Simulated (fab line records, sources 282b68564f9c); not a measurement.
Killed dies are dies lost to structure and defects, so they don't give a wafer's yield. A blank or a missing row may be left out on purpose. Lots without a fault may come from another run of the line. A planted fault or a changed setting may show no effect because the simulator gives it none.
Problem report in the 8D (eight disciplines) form, filled by code | flow rit_cmos | the parts of the form that need people (team, actions taken, sign-off) are left out

1. THE PROBLEM
killed_at_front_end at RIT_M1_PROBE_99 reads a mean of 30.4 on 5 wafers of 2 lots; wafers without a fault read 7.1 with a standard deviation of 2.9. That is +8.0 standard deviations from the usual mean.
First seen on wafer L497.2, day 7 09:43, on prober-01. The record holds 42 wafers of 14 lots with a number at this step. Rule for "out", or "out of limits": more than 4 standard deviations from the usual mean. The other wafers with a number count as sound.

2. WHAT IT IS AND WHAT IT IS NOT
question                    | is                                     | is not
which readings at this step | killed_at_front_end, killed_dies       | killed_at_contacts, killed_open, killed_short
which lots                  | L497, L499                             | L480, L482, L483, L485, L486, L487, L488, L489, L490, L494, L495, L501
which wafers of those lots  | L497.2, L497.4, L497.6, L499.4, L499.5 | L499.2
read on which tools         | prober-01                              | prober-02
when                        | from day 7 09:43                       | up to then (33 sound wafers); but 4 sound wafers of L499, L501 came after

3. SUSPECTS, AND WHAT RULES EACH OUT
Counting: a tool at a process step up to the reading stays a suspect if it ran every lot that is out. Sound lots after the first of them don't rule it out here, since some wafers of a struck lot are sound.
- plasma_asher-04 at RIT_NWELL_STRIP_09 (strips in O2, time 180 s): kept. It ran every lot that is out, first L497 (day 5 21:01); its last sound lot up to then is L494 (day 5 01:23).
- plasma_asher-04 at RIT_GATE_STRIP_20 (strips in O2, time 180 s): kept. It ran every lot that is out, first L497 (day 6 13:17); its last sound lot up to then is L494 (day 5 20:00).
- prober-01 at RIT_M1_PROBE_99: kept. It ran every lot that is out, first L497 (day 7 09:43); its last sound lot up to then is L495 (day 6 18:09). Its own readings are out on those wafers: killed_at_front_end, killed_dies.
- Within plasma_asher-04 at RIT_GATE_STRIP_20: the wafers that are out ran in chamber 1; their sound lot-mates ran in chamber 0.
Left after counting: plasma_asher-04 at RIT_NWELL_STRIP_09, plasma_asher-04 at RIT_GATE_STRIP_20, prober-01 at RIT_M1_PROBE_99.

4. THE CAUSE (what the simulator had put in)
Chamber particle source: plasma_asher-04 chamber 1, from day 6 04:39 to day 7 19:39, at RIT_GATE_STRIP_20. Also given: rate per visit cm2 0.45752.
Counting left 3 suspects, and this tool is among them.

5. THE CHAIN OF EFFECTS, in route order
Each row: a reading whose mean over the struck wafers that have a number lies more than 3 standard deviations from the usual. Only readings for which the record gives a usual standard deviation are gone through. hours: the time from each lot's start at the first step in this table that gives one to its start at this step, as a median over the lots. sigmas: the change in usual standard deviations.
hours | step            | reading             | usual | on struck wafers | change | sigmas
0     | RIT_M1_PROBE_99 | killed_at_front_end | 7.1   | 30.4             | +23.3  | +8.0
0     | RIT_M1_PROBE_99 | killed_dies         | 7.2   | 30.4             | +23.2  | +8.0
0     | RIT_M1_PROBE_99 | killed_on_rim       | 2.0   | 6.2              | +4.2   | +3.2
The process steps in it:
- RIT_M1_PROBE_99

6. WHAT WOULD HAVE CAUGHT IT SOONER
In this record the first reading out of limits was taken at day 7 09:43, 29 hours after the fault began at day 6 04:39.
Of the tool readings at RIT_GATE_STRIP_20 for which the record gives a usual standard deviation, none was out on any struck wafer, so an alarm limit of 4 standard deviations on them would not have fired.
All the lots that are out (2) had begun RIT_GATE_STRIP_20 on plasma_asher-04 by day 7 09:43. A hold on the tool at that time would have spared none of them.
